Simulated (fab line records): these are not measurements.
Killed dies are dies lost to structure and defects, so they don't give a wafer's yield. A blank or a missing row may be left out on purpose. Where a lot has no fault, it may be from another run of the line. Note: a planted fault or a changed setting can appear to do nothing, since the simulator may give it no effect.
Matching of chambers + flow berkeleyCmos170 + 4 sister chambers for UCB170_NWELL_ETCH_13 on rieDiel-04
The step etches Si3N4 in CH3F/Ar/O2, stops on SiO2, target depth 246.4 nm, time 154 s. 18 wafers are shown with their chamber, then 9 later ones without.

== WAFERS WITH THEIR CHAMBER ==
| wafer  | chamber | throttleValvePct (%) | drypumpMotorCurrentA (A) | oesProductAu (a.u.) |
|--------|---------|----------------------|--------------------------|---------------------|
| L075.1 | 3       | 8.13                 | 5.3                      | 0.943               |
| L075.4 | 2       | 8.21                 | 5.4                      | 0.919               |
| L075.5 | 0       | 8.09                 | 5.3                      | 0.927               |
| L077.4 | 3       | 8.13                 | 5.3                      | 0.948               |
| L077.5 | 1       | 7.84                 | 4.8                      | 0.925               |
| L077.6 | 2       | 8.20                 | 5.3                      | 0.915               |
| L079.2 | 1       | 7.83                 | 4.8                      | 0.912               |
| L079.5 | 3       | 8.15                 | 5.4                      | 0.940               |
| L079.6 | 2       | 8.22                 | 5.3                      | 0.916               |
| L086.2 | 2       | 8.22                 | 5.3                      | 0.925               |
| L086.5 | 0       | 8.10                 | 5.3                      | 0.929               |
| L086.6 | 3       | 8.14                 | 5.3                      | 0.944               |
| L089.1 | 2       | 8.23                 | 5.3                      | 0.910               |
| L089.3 | 0       | 8.11                 | 5.3                      | 0.926               |
| L089.6 | 2       | 8.21                 | 5.3                      | 0.921               |
| L090.2 | 3       | 8.12                 | 5.4                      | 0.944               |
| L090.4 | 2       | 8.23                 | 5.3                      | 0.932               |
| L090.5 | 2       | 8.21                 | 5.3                      | 0.923               |

SIGNATURES, as means of the wafers listed above
| reading              | chamber 0 | chamber 1 | chamber 2 | chamber 3 | scatter within a chamber |
|----------------------|-----------|-----------|-----------|-----------|--------------------------|
| throttleValvePct     | 8.1000    | 7.8350    | 8.2163    | 8.1340    | 0.0105                   |
| drypumpMotorCurrentA | 5.300     | 4.800     | 5.312     | 5.340     | 0.0385                   |
| oesProductAu         | 0.92733   | 0.91850   | 0.92013   | 0.94380   | 0.00562                  |
Rule: for a wafer and a chamber, the distance is found by dividing, reading by reading, the gap between the wafer's reading and the chamber's mean by the reading's scatter, squaring, summing and taking the root. If the next closest chamber is less than 2 further off than the closest, the wafer can't be placed; otherwise it belongs to the closest. The scatter is the square root of a quotient: the sum, over the shown wafers, of each reading's squared deviation from its chamber's mean, divided by wafers minus chambers.

== WAFERS WITH NO CHAMBER GIVEN ==
| wafer  | throttleValvePct (%) | drypumpMotorCurrentA (A) | oesProductAu (a.u.) |
|--------|----------------------|--------------------------|---------------------|
| L093.2 | 8.10                 | 5.3                      | 0.936               |
| L093.3 | 8.15                 | 5.4                      | 0.961               |
| L093.4 | 7.84                 | 4.8                      | 0.928               |
| L094.1 | 8.08                 | 5.3                      | 0.945               |
| L094.2 | 8.23                 | 5.4                      | 0.930               |
| L094.5 | 8.21                 | 5.3                      | 0.925               |
| L096.3 | 8.21                 | 5.3                      | 0.919               |
| L096.4 | 8.10                 | 5.3                      | 0.934               |
| L096.5 | 8.21                 | 5.3                      | 0.926               |

== CHAMBER TAKEN BY EACH ==
| wafer  | from the rows above     | in truth |
|--------|-------------------------|----------|
| L093.2 | 0                       | 0        |
| L093.3 | 3                       | 3        |
| L093.4 | 1                       | 1        |
| L094.1 | can't be placed: 0 or 3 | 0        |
| L094.2 | 2                       | 2        |
| L094.5 | 2                       | 2        |
| L096.3 | 2                       | 2        |
| L096.4 | 0                       | 0        |
| L096.5 | 2                       | 2        |
Correctly placed: 8 of 9. Not placeable from these rows: 1 (in 1, the candidates include the true chamber). Wrongly placed: 0.
